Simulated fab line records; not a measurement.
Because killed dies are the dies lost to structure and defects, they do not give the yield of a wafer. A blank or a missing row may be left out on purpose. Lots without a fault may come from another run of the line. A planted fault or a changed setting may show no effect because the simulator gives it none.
The tool behind it: which one? + flow berkeleyCmos170 + 14 lots, 42 wafers sampled, at 5 steps of a route of 331

## WHAT THE GAUGES READ, wafer by wafer
UCB170_V1_BOW_MEAS_03.
| lot  | measured     | on           | V1_BOW (um) |
|------|--------------|--------------|-------------|
| L450 | day 8 20:19  | filmMetro-04 | 17 20 15    |
| L447 | day 8 21:39  | filmMetro-04 | 10 6 25     |
| L448 | day 8 22:57  | filmMetro-01 | 30 32 15    |
| L449 | day 8 22:58  | filmMetro-04 | 19 14 24    |
| L451 | day 9 01:37  | filmMetro-04 | 3 23 8      |
| L454 | day 9 21:29  | filmMetro-03 | 23 28 12    |
| L453 | day 9 22:53  | filmMetro-03 | 20 27 25    |
| L455 | day 10 00:08 | filmMetro-01 | 32 14 23    |
| L456 | day 10 00:08 | filmMetro-03 | 16 24 25    |
| L458 | day 10 09:29 | filmMetro-04 | 17 12 23    |
| L459 | day 11 00:28 | filmMetro-04 | 22 4 20     |
| L461 | day 11 03:53 | filmMetro-01 | 18 15 7     |
| L463 | day 11 17:55 | filmMetro-01 | 25 21 34    |
| L470 | day 13 00:32 | filmMetro-01 | 12 18 6     |

UCB170_V1_THK_MEAS_04.
| lot  | measured     | on           | V1_POLISHED_THK (nm) |
|------|--------------|--------------|----------------------|
| L450 | day 8 20:25  | filmMetro-04 | 1002.1 1000.6 999.8  |
| L447 | day 8 21:45  | filmMetro-04 | 1000.7 999.3 998.6   |
| L448 | day 8 23:04  | filmMetro-01 | 999.6 1001.2 1000.4  |
| L449 | day 8 23:05  | filmMetro-04 | 996.9 1000.0 998.9   |
| L451 | day 9 01:44  | filmMetro-04 | 999.0 999.7 997.7    |
| L454 | day 9 21:35  | filmMetro-03 | 999.3 1001.0 1000.7  |
| L453 | day 9 23:00  | filmMetro-03 | 1001.2 1002.6 1000.5 |
| L455 | day 10 00:15 | filmMetro-01 | 999.5 999.7 999.0    |
| L456 | day 10 00:15 | filmMetro-03 | 1001.1 998.8 999.5   |
| L458 | day 10 09:35 | filmMetro-04 | 1000.7 1000.8 1002.2 |
| L459 | day 11 00:35 | filmMetro-04 | 999.5 999.7 1001.8   |
| L461 | day 11 04:01 | filmMetro-01 | 1249.7 1249.4 1250.3 |
| L463 | day 11 18:02 | filmMetro-01 | 1252.3 1250.9 1251.8 |
| L470 | day 13 00:39 | filmMetro-01 | 1001.0 1001.6 1001.3 |

UCB170_V1_CD_MEAS_12: target cd 700 nm.
| lot  | measured     | on       | cdNm (nm)         |
|------|--------------|----------|-------------------|
| L450 | day 9 00:55  | cdSem-02 | 700.9 700.4 701.3 |
| L447 | day 9 01:45  | cdSem-02 | 700.5 700.1 701.1 |
| L448 | day 9 01:08  | cdSem-02 | 701.0 700.2 700.2 |
| L449 | day 9 01:00  | cdSem-01 | 699.2 699.9 701.4 |
| L451 | day 9 04:34  | cdSem-02 | 699.3 699.6 699.8 |
| L454 | day 10 01:07 | cdSem-01 | 697.5 698.4 697.9 |
| L453 | day 10 01:24 | cdSem-02 | 699.1 698.6 698.0 |
| L455 | day 10 01:38 | cdSem-02 | 699.6 698.3 700.4 |
| L456 | day 10 01:54 | cdSem-02 | 698.9 699.7 700.6 |
| L458 | day 10 11:49 | cdSem-01 | 701.2 700.6 700.8 |
| L459 | day 11 05:05 | cdSem-02 | 700.2 700.1 700.5 |
| L461 | day 11 06:32 | cdSem-02 | 700.2 700.3 699.9 |
| L463 | day 11 20:28 | cdSem-02 | 702.1 701.0 699.6 |
| L470 | day 13 02:35 | cdSem-01 | 698.4 700.1 699.7 |

## WHICH TOOL RAN EACH LOT (tool, then ch and the chambers of the sampled wafers, then the start)
| lot  | UCB170_CONTACT_STRIP_19             | UCB170_V1_CMP_02              |
|------|-------------------------------------|-------------------------------|
| L450 | plasmaAsher-03 ch 0,1, day 8 15:55  | cmp-01 ch 0,1,3, day 8 20:05  |
| L447 | plasmaAsher-03 ch 0,1, day 8 16:33  | cmp-02 ch 0,1,2, day 8 21:19  |
| L448 | plasmaAsher-04 ch 0,1, day 8 18:26  | cmp-01 ch 0,2,3, day 8 22:45  |
| L449 | plasmaAsher-03 ch 0,1, day 8 18:45  | cmp-02 ch 0,3, day 8 22:42    |
| L451 | plasmaAsher-04 ch 0,1, day 8 21:15  | cmp-01 ch 0,1,2, day 9 01:19  |
| L454 | plasmaAsher-03 ch 0,1, day 9 17:25  | cmp-02 ch 1,2,3, day 9 21:10  |
| L453 | plasmaAsher-04 ch 0,1, day 9 17:45  | cmp-01 ch 0,3, day 9 22:34    |
| L455 | plasmaAsher-01 ch 0,1, day 9 18:21  | cmp-02 ch 0,1,3, day 9 23:50  |
| L456 | plasmaAsher-04 ch 0,1, day 9 18:21  | cmp-01 ch 0,2,3, day 9 23:50  |
| L458 | plasmaAsher-03 ch 0,1, day 10 05:23 | cmp-01 ch 1,2, day 10 09:08   |
| L459 | plasmaAsher-01 ch 1, day 10 19:52   | cmp-02 ch 0,2, day 11 00:09   |
| L461 | plasmaAsher-03 ch 0, day 10 22:49   | cmp-01 ch 0,2, day 11 03:35   |
| L463 | plasmaAsher-03 ch 0,1, day 11 13:22 | cmp-01 ch 1,3, day 11 17:40   |
| L470 | plasmaAsher-03 ch 1, day 12 19:17   | cmp-02 ch 0,1,3, day 13 00:13 |
- UCB170_CONTACT_STRIP_19: strips in O2.
- UCB170_V1_CMP_02: polishes SiO2.

## AS READ BY THE TOOLS THEMSELVES (means over the sampled wafers that have a number; for cases with no such wafer, the mark the record gives instead)
UCB170_CONTACT_STRIP_19.
| lot  | tool           | drypumpMotorCurrentA (A) | oesProductAu (a.u.) |
|------|----------------|--------------------------|---------------------|
| L450 | plasmaAsher-03 | 5.5                      | 0.722               |
| L447 | plasmaAsher-03 | 5.2                      | 0.722               |
| L448 | plasmaAsher-04 | 5.1                      | 0.727               |
| L449 | plasmaAsher-03 | 5.2                      | 0.726               |
| L451 | plasmaAsher-04 | 5.1                      | 0.726               |
| L454 | plasmaAsher-03 | 5.6                      | 0.722               |
| L453 | plasmaAsher-04 | 5.2                      | 0.725               |
| L455 | plasmaAsher-01 | 6.2                      | 0.733               |
| L456 | plasmaAsher-04 | 5.6                      | 0.725               |
| L458 | plasmaAsher-03 | 5.2                      | 0.725               |
| L459 | plasmaAsher-01 | 5.5                      | 0.724               |
| L461 | plasmaAsher-03 | 5.9                      | 0.726               |
| L463 | plasmaAsher-03 | 5.2                      | 0.724               |
| L470 | plasmaAsher-03 | 4.8                      | 0.728               |

UCB170_V1_CMP_02.
| lot  | tool   | motorCurrentA (A) |
|------|--------|-------------------|
| L450 | cmp-01 | 15.6              |
| L447 | cmp-02 | 15.1              |
| L448 | cmp-01 | 15.2              |
| L449 | cmp-02 | 15.1              |
| L451 | cmp-01 | 16.0              |
| L454 | cmp-02 | 15.6              |
| L453 | cmp-01 | 14.2              |
| L455 | cmp-02 | 15.0              |
| L456 | cmp-01 | 15.7              |
| L458 | cmp-01 | 16.9              |
| L459 | cmp-02 | 15.2              |
| L461 | cmp-01 | 15.4              |
| L463 | cmp-01 | 15.1              |
| L470 | cmp-02 | 15.2              |

## THE ANSWER, worked out from the rows above alone
Rule: the usual values come from the lots themselves. Put in order of their means at a reading, lots are off if they are a third of the lots or fewer, leave a main group of 4 or more, and stand apart from it by a gap of 3 or more times the standard deviation of the main group's means; of several such gaps the widest counts. The tables above print the reading to a certain number of digits; a main group whose means all agree to those digits is not used. Also off: a lot with no number at a reading for which 4 or more lots have one. The other lots that the step has rows for count as sound. The gauges are gone through in route order, then the tools' own readings, and for those a lot's mean is taken as printed above. At the first step where some lot is off, the reading lying furthest off is the one used; lots without a number count as furthest.
Off: at UCB170_V1_THK_MEAS_04 (V1_POLISHED_THK), L461, L463. For the main group the mean is 1000.2 nm and the standard deviation 0.91.
If a tool, at a process step before that reading, ran all the lots that are off and no sound lot after the first of them, it fits. The gauges at UCB170_V1_THK_MEAS_04 are tried like those tools. One fits: cmp-01 at UCB170_V1_CMP_02. Its last sound lot is L458 (day 10 09:08), its first lot that is off L461 (day 11 03:35): a fault that began between those two fits.

## WHAT WAS PUT IN BY THE SIMULATOR
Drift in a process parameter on cmp-01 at UCB170_V1_CMP_02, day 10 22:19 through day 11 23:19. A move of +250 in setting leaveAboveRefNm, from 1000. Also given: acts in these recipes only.
Shown lots that were struck: L461, L463. The rule above found the same.
